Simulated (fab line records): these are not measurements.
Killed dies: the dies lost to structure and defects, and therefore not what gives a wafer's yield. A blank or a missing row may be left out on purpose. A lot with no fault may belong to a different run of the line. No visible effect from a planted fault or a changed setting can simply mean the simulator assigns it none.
Problem report, 8D (eight disciplines) form, completed by code :: flow rit-cmos :: the parts of the form that need people (team, actions taken, sign-off) are left out

1. WHAT WENT WRONG
Mean of tube-center-temp-C at RIT_M1_ANNEAL_15: 420 C across 6 wafers in 2 lots; on wafers with no fault it is 450 C (standard deviation 0.038). That is -99 or more standard deviations from the usual mean.
The step: time 1800 s.
Earliest sighting: wafer L616.1 on furnace-02 at day 6 05:53. The record has a number at this step for 18 wafers belonging to 6 lots. Rule for "out" (also "out of limits"): further than 4 standard deviations from the usual mean. The rest of the wafers with a number are treated as sound.

2. WHAT IT IS, WHAT IT ISN'T
question: which readings at this step
is: tube-center-temp-C, spike-tc-centre-C, spike-tc-load-C, spike-tc-source-C, tube_center_temp_C_max, zone-power-centre-pct, zone-power-load-pct, zone-power-source-pct
is not: -

question: which lots
is: L616, L618
is not: L608, L609, L613, L614

question: which wafers of those lots
is: all that have a number
is not: -

question: read on which tools
is: furnace-02
is not: -

question: when
is: from day 6 05:53
is not: up to then (12 sound wafers)

3. WHAT RULES OUT EACH SUSPECT
Counting: a tool at a process step up to the reading stays a suspect if it ran every lot that is out and no sound lot after the first of them.
- rie-metal-02 at RIT_M1_METAL_ETCH_12 (etches Al in Cl2/BCl3, stops on SiO2, time 165 s, target depth 600 nm): kept. It processed each lot that is out, first L616 at day 6 05:05, and no sound lot thereafter; up to then, the last sound lot it processed was L613 at day 5 07:22.
- furnace-02 at RIT_M1_ANNEAL_15 (time 1800 s): kept. It processed each lot that is out, first L616 at day 6 05:53, and no sound lot thereafter; up to then, the last sound lot it processed was L614 at day 5 17:19. Out on those wafers are its own readings of spike-tc-centre-C, spike-tc-load-C, spike-tc-source-C, tube-center-temp-C, tube_center_temp_C_max, zone-power-centre-pct, zone-power-load-pct, zone-power-source-pct.
The count leaves furnace-02 at RIT_M1_ANNEAL_15 and rie-metal-02 at RIT_M1_METAL_ETCH_12.

4. THE CAUSE (what the simulator had put in)
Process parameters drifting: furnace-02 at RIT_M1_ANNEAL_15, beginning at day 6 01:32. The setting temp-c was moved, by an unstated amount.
This tool is one of the 2 suspects left after counting.

5. THE EFFECT CHAIN, in route order
Each row: a reading whose mean over the struck wafers that have a number lies more than 3 standard deviations from the usual. Readings are gone through only where the record gives a usual standard deviation; hours: the median, over the lots, of the time from a lot's start at the first step in this table giving one to that lot's start at this step; sigmas: the change measured in usual standard deviations.
hours: 0
step: RIT_M1_ANNEAL_15
reading: spike-tc-centre-C
usual: 453.4 C
on struck wafers: 423.7
change: -29.7
sigmas: -27

hours: 0
step: RIT_M1_ANNEAL_15
reading: spike-tc-load-C
usual: 474.2 C
on struck wafers: 443.9
change: -30.3
sigmas: -28

hours: 0
step: RIT_M1_ANNEAL_15
reading: spike-tc-source-C
usual: 466.2 C
on struck wafers: 436.1
change: -30.1
sigmas: -30

hours: 0
step: RIT_M1_ANNEAL_15
reading: tube-center-temp-C
usual: 450 C
on struck wafers: 420
change: -30
sigmas: -99 or more

hours: 0
step: RIT_M1_ANNEAL_15
reading: tube_center_temp_C_max
usual: 451.15
on struck wafers: 421.23
change: -29.92
sigmas: -99 or more

hours: 0
step: RIT_M1_ANNEAL_15
reading: zone-power-centre-pct
usual: 16.79 %
on struck wafers: 15.57
change: -1.22
sigmas: -6.8

hours: 0
step: RIT_M1_ANNEAL_15
reading: zone-power-load-pct
usual: 6.22 %
on struck wafers: 5.48
change: -0.74
sigmas: -12

hours: 0
step: RIT_M1_ANNEAL_15
reading: zone-power-source-pct
usual: 6.33 %
on struck wafers: 5.66
change: -0.67
sigmas: -11
Here are the process steps it includes:
- RIT_M1_ANNEAL_15: time 1800 s.
Later measuring or inspecting steps at which every struck wafer that the step has a row for has a number for every such reading, and none has moved that far: RIT_M1_BOW_MEAS_16.

6. HOW IT WOULD HAVE BEEN CAUGHT EARLIER
In this record no reading fell out of limits until day 6 05:53, 4 hours after the fault had begun at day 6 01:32.
